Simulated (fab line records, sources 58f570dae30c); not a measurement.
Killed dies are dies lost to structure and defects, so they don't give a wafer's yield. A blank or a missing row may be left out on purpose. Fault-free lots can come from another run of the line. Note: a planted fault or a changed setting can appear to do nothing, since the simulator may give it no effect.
The tool behind it: which one? | flow berkeley cmos170 | 14 lots with 42 wafers sampled at 4 steps, on a route of 331 steps

== WHAT EACH GAUGE READ, for each wafer ==
UCB170_NWELL_TW_MEAS_16.
lot  | measured    | on            | NWELL_TW
L647 | day 2 13:28 | film metro-04 | 1232 1232 1227
L648 | day 3 00:14 | film metro-04 | 1230 1228 1229
L650 | day 3 08:42 | film metro-04 | 1228 1232 1224
L651 | day 3 18:01 | film metro-01 | 1256 1248 1251
L652 | day 3 18:16 | film metro-04 | 1232 1226 1227
L655 | day 4 05:11 | film metro-01 | 1450 1448 1446 1450 1451 1452
L657 | day 4 16:44 | film metro-04 | 1433 1431 1430 1443 1434 1442
L660 | day 5 08:40 | film metro-03 | 1253 1250 1256
L661 | day 5 17:43 | film metro-04 | 1229 1239 1229
L662 | day 5 23:57 | film metro-03 | 1250 1253 1251
L664 | day 6 07:35 | film metro-04 | 1226 1226 1226
L666 | day 6 17:16 | film metro-01 | 1255 1253 1251
L668 | day 7 00:11 | film metro-03 | 1250 1261 1261
L667 | day 7 00:40 | film metro-04 | 1231 1237 1237

UCB170_ACTIVE_THK_MEAS_06.
lot  | measured    | on            | ACTIVE_NITRIDE_THK (nm)
L647 | day 4 16:40 | film metro-03 | 218.7 218.5 219.5
L648 | day 5 12:11 | film metro-01 | 222.2 219.8 222.9
L650 | day 5 19:08 | film metro-01 | 220.6 220.0 218.8
L651 | day 5 19:08 | film metro-03 | 218.8 218.0 218.4
L652 | day 5 19:08 | film metro-02 | 216.6 214.4 216.5
L655 | day 6 11:38 | film metro-03 | 218.2 219.2 218.4
L657 | day 6 19:55 | film metro-03 | 220.9 220.8 221.0
L660 | day 7 14:44 | film metro-03 | 218.1 218.7 218.7
L661 | day 7 23:22 | film metro-02 | 222.2 224.2 222.1
L662 | day 8 06:52 | film metro-03 | 220.7 220.4 220.6
L664 | day 8 06:51 | film metro-02 | 216.4 217.0 217.1
L666 | day 9 02:22 | film metro-03 | 218.5 220.9 219.9
L668 | day 9 09:40 | film metro-03 | 219.9 219.6 220.1
L667 | day 9 09:41 | film metro-01 | 218.6 217.7 217.6

== WHAT TOOL EACH LOT RAN ON (gives the tool, then ch and the chambers of the sampled wafers, and finally the start) ==
lot  | UCB170_NWELL_IMPLANT_14        | UCB170_NWELL_STRIP_15
L647 | implanter-02 ch 0, day 2 13:13 | plasma asher-01 ch 0,1, day 2 13:22
L648 | implanter-02 ch 0, day 2 23:59 | plasma asher-01 ch 0,1, day 3 00:08
L650 | implanter-04 ch 0, day 3 08:27 | plasma asher-02 ch 1, day 3 08:36
L651 | implanter-02 ch 0, day 3 17:46 | plasma asher-01 ch 0,1, day 3 17:55
L652 | implanter-04 ch 0, day 3 18:01 | plasma asher-01 ch 0, day 3 18:10
L655 | implanter-04 ch 0, day 4 04:56 | plasma asher-02 ch 0,1, day 4 05:05
L657 | implanter-04 ch 0, day 4 16:31 | plasma asher-02 ch 0,1, day 4 16:38
L660 | implanter-03 ch 0, day 5 08:25 | plasma asher-01 ch 0,1, day 5 08:34
L661 | implanter-02 ch 0, day 5 17:29 | plasma asher-02 ch 1, day 5 17:36
L662 | implanter-03 ch 0, day 5 23:43 | plasma asher-04 ch 0,1, day 5 23:50
L664 | implanter-03 ch 0, day 6 07:20 | plasma asher-02 ch 0,1, day 6 07:29
L666 | implanter-03 ch 0, day 6 17:02 | plasma asher-04 ch 0,1, day 6 17:09
L668 | implanter-04 ch 0, day 6 23:56 | plasma asher-02 ch 0,1, day 7 00:05
L667 | implanter-03 ch 0, day 7 00:26 | plasma asher-02 ch 0,1, day 7 00:35
- UCB170_NWELL_IMPLANT_14
- UCB170_NWELL_STRIP_15: strips in O2.

== WHAT THE TOOLS THEMSELVES READ (means of the sampled wafers that have a number; where no wafer has one, the mark that the record gives instead) ==
UCB170_NWELL_IMPLANT_14.
lot  | tool         | dose ions cm2 | faraday current uA
L647 | implanter-02 | 9.997e+12     | 31.3
L648 | implanter-02 | 9.996e+12     | 31.7
L650 | implanter-04 | 9.983e+12     | 32.0
L651 | implanter-02 | 9.990e+12     | 31.8
L652 | implanter-04 | 9.997e+12     | 31.4
L655 | implanter-04 | 1.601e+13     | 50.8
L657 | implanter-04 | 1.599e+13     | 50.8
L660 | implanter-03 | 1.000e+13     | 31.2
L661 | implanter-02 | 9.990e+12     | 32.1
L662 | implanter-03 | 1.001e+13     | 31.8
L664 | implanter-03 | 9.995e+12     | 31.6
L666 | implanter-03 | 1.000e+13     | 31.5
L668 | implanter-04 | 1.000e+13     | 31.8
L667 | implanter-03 | 9.991e+12     | 32.1

UCB170_NWELL_STRIP_15.
lot  | tool            | drypump motor current A (A) | o2 flow sccm (sccm) | oes product au (a.u.) | strip time to endpoint s (s)
L647 | plasma asher-01 | 5.90                        | 400.2               | 0.728                 | 17.98
L648 | plasma asher-01 | 5.90                        | 401.4               | 0.722                 | 17.97
L650 | plasma asher-02 | 5.26                        | 399.8               | 0.722                 | 17.92
L651 | plasma asher-01 | 5.90                        | 400.1               | 0.727                 | 17.98
L652 | plasma asher-01 | 5.88                        | 399.7               | 0.724                 | 18.01
L655 | plasma asher-02 | 5.36                        | 399.6               | 0.724                 | 17.82
L657 | plasma asher-02 | 5.36                        | 398.2               | 0.724                 | 17.93
L660 | plasma asher-01 | 5.89                        | 399.7               | 0.718                 | 17.87
L661 | plasma asher-02 | 5.21                        | 398.5               | 0.725                 | 17.85
L662 | plasma asher-04 | 5.44                        | 399.1               | 0.721                 | 18.04
L664 | plasma asher-02 | 5.49                        | 400.4               | 0.718                 | 17.91
L666 | plasma asher-04 | 5.65                        | 399.3               | 0.719                 | 17.91
L668 | plasma asher-02 | 5.36                        | 398.5               | 0.722                 | 18.00
L667 | plasma asher-02 | 5.34                        | 400.1               | 0.722                 | 17.94

== THE ANSWER, worked out from the rows above alone ==
Rule: the lots themselves supply what counts as usual. Put in order of their means at a reading, lots are off if they are a third of the lots or fewer, leave a main group of 4 or more, and stand apart from it by a gap of 3 or more times the standard deviation of the main group's means; of several such gaps the widest counts. A main group whose means are all the same, to the digits that the tables above print for the reading, isn't used. A lot without any number at a reading at which 4 lots or more have one is off too. Where the step has rows for the other lots, those lots are counted as sound. Order of review: gauges by route order, followed by the tools' own readings, for which a lot's mean as printed above is used. The first step at which some lot is off is used, and at that step the reading that is off furthest; a lot without a number counts as furthest.
Off: L655, L657, seen at UCB170_NWELL_TW_MEAS_16 (NWELL_TW). Main group: mean 1240, sd 12.
If a tool, at a process step before that reading, ran all the lots that are off and no sound lot after the first of them, it fits. The gauges at UCB170_NWELL_TW_MEAS_16 aren't tried: what is off there is off at UCB170_NWELL_IMPLANT_14 too, on other tools, and a gauge's error can't cause that. Of those tried, none fits.

== WHAT THE SIMULATOR PUT IN ==
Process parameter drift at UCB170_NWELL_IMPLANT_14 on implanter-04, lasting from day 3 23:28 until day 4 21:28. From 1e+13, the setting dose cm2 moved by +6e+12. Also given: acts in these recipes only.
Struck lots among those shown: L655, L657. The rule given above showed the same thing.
